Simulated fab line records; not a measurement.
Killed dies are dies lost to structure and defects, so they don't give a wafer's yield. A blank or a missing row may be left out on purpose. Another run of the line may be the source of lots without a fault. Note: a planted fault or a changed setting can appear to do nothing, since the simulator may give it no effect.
Problem report, 8D (eight disciplines) form, completed by code ; flow berkeley_cmos170 ; the parts of the form that need people (team, actions taken, sign-off) are left out

1. WHAT IS WRONG
Mean of chamber_o2_ppm at UCB170_SILICIDE_RTA_04: 61.999 across 9 wafers in 3 lots; on wafers with no fault it is 2.003 (standard deviation 0.02). So: +99 or more standard deviations from the usual mean.
The step: time 15 s.
First observed at day 8 19:31: wafer L988.1, on rtp_anneal-01. At this step, 21 wafers from 7 lots have a number in the record. Rule for "out", or "out of limits": more than 4 standard deviations from the usual mean. The other wafers with a number count as sound.

2. WHAT THIS IS AND IS NOT
question;is;is not
which readings at this step;chamber_o2_ppm;lamp_power_pct, wafer_temp_C_max
which lots;L988, L991, L992;L100, L108, L986, L993
which wafers of those lots;all that have a number;-
read on which tools;rtp_anneal-01;rtp_anneal-02
when;from day 8 19:31;"up to then (3 sound wafers); but 9 sound wafers of L100, L108, L993 came after"

3. THE SUSPECTS, EACH WITH WHAT RULES IT OUT
Counting: any tool at a process step up to the reading is kept as a suspect provided that every lot that is out went through it and no sound lot did after the first of them.
- plasma_asher-01 at UCB170_BACKSIDE_STRIP_03 (strips in O2): ruled out as a lasting fault. After its first lot that is out, L988 (day 8 18:21), sound lots L108 ran on it.
- rtp_anneal-01 at UCB170_SDANNEAL_RTA_00 (time 10 s): kept. It ran every lot that is out, first L988 (day 8 18:38), and no sound lot after that; its last sound lot up to then is L986 (day 8 10:47).
- rtp_anneal-01 at UCB170_SDANNEAL_RTA_01 (time 5 s): kept. It ran every lot that is out, first L988 (day 8 18:41), and no sound lot after that; its last sound lot up to then is L986 (day 8 10:51).
- rtp_anneal-01 at UCB170_SILICIDE_RTA_04 (time 15 s): kept. It ran every lot that is out, first L988 (day 8 19:31), and no sound lot after that; its last sound lot up to then is L986 (day 8 11:46). Its own readings are out on those wafers: chamber_o2_ppm.
The count leaves rtp_anneal-01 at UCB170_SDANNEAL_RTA_00, rtp_anneal-01 at UCB170_SDANNEAL_RTA_01, and rtp_anneal-01 at UCB170_SILICIDE_RTA_04.

4. THE CAUSE (what the simulator had put in)
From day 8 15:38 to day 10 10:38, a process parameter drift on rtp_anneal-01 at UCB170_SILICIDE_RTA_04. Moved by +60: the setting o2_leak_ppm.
Counting left 3 suspects, and this tool is among them.

5. SEQUENCE OF EFFECTS, ordered by route
Each row: a reading where the mean over the struck wafers with a number is more than 3 standard deviations away from the usual. Only readings whose record carries a usual standard deviation are examined. hours: median over the lots of the time between each lot's start at the first step of this table that gives one and its start at this step. sigmas: the change, counted in usual standard deviations.
hours;step;reading;usual;on struck wafers;change;sigmas
0;UCB170_SILICIDE_RTA_04;chamber_o2_ppm;2.003;61.999;+59.996;+99 or more
Its process steps:
- UCB170_SILICIDE_RTA_04: time 15 s.

6. WHAT WOULD HAVE CAUGHT IT SOONER
The fault began at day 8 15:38; the first out-of-limits reading in this record came at day 8 19:31, 4 hours later.
